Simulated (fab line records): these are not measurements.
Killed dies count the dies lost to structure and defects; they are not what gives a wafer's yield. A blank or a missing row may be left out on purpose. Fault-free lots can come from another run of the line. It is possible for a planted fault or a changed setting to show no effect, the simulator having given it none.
Lot-split experiment | flow rit_cmos | 23 wafers read across 5 lots, on a route 202 steps long

## ABOUT THE SPLIT
At RIT_CONTACT_EXPOSE_05 (exposes mask M11, target cd 1000 nm), the setting dose_mj was moved away from the recipe's 250 on 11 of the 23 wafers read, by -4.2% to +7.3%. The other wafers ran this setting at the recipe's value.

## FROM THE SPLIT TO THE READING: what the file shows between them, 6 steps
- RIT_CONTACT_PEB_06
- RIT_CONTACT_DEVELOP_07: develop time 120 s
- RIT_CONTACT_CD_MEAS_08: target cd 1000 nm
- RIT_CONTACT_HARDBAKE_10: time 60 s
- RIT_CONTACT_ETCH_11: etches SiO2 in CHF3/CF4/Ar, stops on TiSi2, target depth 480 nm, time 320 s
- RIT_CONTACT_STRIP_12: strips in O2, time 180 s (also split here: time_s)

## THE READING
cd_nm at RIT_CONTACT_CD_MEAS_90, given in nm (cd target 1000 nm). On this fab line, fault-free wafers typically give 1000.2 nm with a standard deviation of 1.8 nm.

wafer  | tool, chamber at the split | dose_mj as run | against the recipe | cd_nm, nm | against lot-mates on the recipe
L074.1 | iline_stepper-02, 0        | 260.8          | +4.3%              | 1009.4    | +12.2
L074.2 | iline_stepper-02, 0        | 250            | recipe             | 997.7     | -
L074.4 | iline_stepper-02, 0        | 260.8          | +4.3%              | 1009.6    | +12.4
L074.5 | iline_stepper-02, 0        | 250            | recipe             | 996.7     | -
L074.6 | iline_stepper-02, 0        | 260.8          | +4.3%              | 1011.0    | +13.8
L077.2 | iline_stepper-01, 0        | 250            | recipe             | 1000.4    | -
L077.4 | iline_stepper-01, 0        | 250            | recipe             | 1001.9    | -
L077.5 | iline_stepper-01, 0        | 250            | recipe             | 1001.1    | -
L079.1 | iline_stepper-01, 0        | 250            | recipe             | 1002.3    | -
L079.3 | iline_stepper-01, 0        | 256.2          | +2.5%              | 1010.5    | +8.8
L079.4 | iline_stepper-01, 0        | 250            | recipe             | 1001.8    | -
L079.5 | iline_stepper-01, 0        | 256.2          | +2.5%              | 1009.1    | +7.4
L079.6 | iline_stepper-01, 0        | 250            | recipe             | 1000.9    | -
L081.1 | iline_stepper-02, 0        | 250            | recipe             | 1000.7    | -
L081.2 | iline_stepper-02, 0        | 268.2          | +7.3%              | 1022.3    | +21.4
L081.3 | iline_stepper-02, 0        | 268.2          | +7.3%              | 1020.4    | +19.5
L081.4 | iline_stepper-02, 0        | 250            | recipe             | 1001.1    | -
L081.6 | iline_stepper-02, 0        | 268.2          | +7.3%              | 1021.1    | +20.2
L080.1 | iline_stepper-01, 0        | 239.6          | -4.2%              | 989.2     | -12.5
L080.2 | iline_stepper-01, 0        | 250            | recipe             | 1003.4    | -
L080.3 | iline_stepper-01, 0        | 239.6          | -4.2%              | 991.4     | -10.3
L080.4 | iline_stepper-01, 0        | 250            | recipe             | 1000.0    | -
L080.5 | iline_stepper-01, 0        | 239.6          | -4.2%              | 990.3     | -11.4

FIT RESULTS
A straight line over all 23 wafers: cd_nm changes by +2.65 nm for each +1% of dose_mj; r = +0.98; the points scatter about the line by 1.9 nm.
The same after taking each lot's own level away (the mean of its wafers on the recipe; 23 wafers): +2.82 nm for each +1%; r = +1.00; scatter 0.94 nm.
Per that fit: largest dose_mj move, reading shift of 21 nm.
The span of the lots' own levels, 997.20 to 1001.70 nm, comes to 2.5 times the standard deviation stated above.
Hence the lot-to-lot level has little effect on the slope; both slopes agree.
Check: with one of the wafers moved furthest among these (+7.3%) left out of the fit, the line predicts +20.6 nm for it against its lot-mates. Against them it came out at +21.4 nm.

## OTHER SPLITS APPLIED TO THESE WAFERS
Note: prior to the reading, these wafers also went through further splits. Each is held against what the fit with the lots' levels taken away leaves over:
other split on the same wafers | wafers away from the commonest value | r with cd_nm (lot level and that fit taken away)
RIT_SDANNEAL_CLEAN_00 temp_c   | 18                                   | +0.18
RIT_SDANNEAL_RTA_03 time_s     | 11                                   | +0.07
RIT_CONTACT_STRIP_12 time_s    | 9                                    | -0.11

## THE WHOLE CHAIN: every reading that the file lists as answering this split, in the file's order
step                   | what it does                                                                | reading                                                        | change (the file's fit)              | r (the file's)
RIT_CONTACT_CD_MEAS_08 | target cd 1000 nm                                                           | cd_nm                                                          | +2.86 nm for each +1% of the setting | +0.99
RIT_CONTACT_ETCH_11    | etches SiO2 in CHF3/CF4/Ar, stops on TiSi2, target depth 480 nm, time 320 s | CONTACT.cd_nm (the simulator's own value, which no gauge read) | +2.84 nm for each +1% of the setting | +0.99
RIT_CONTACT_CD_MEAS_90 | target cd 1000 nm                                                           | cd_nm                                                          | +2.85 nm for each +1% of the setting | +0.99

## FILE'S OWN FIT
cd_nm changes by +2.85 nm for each +1% of dose_mj, r = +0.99.
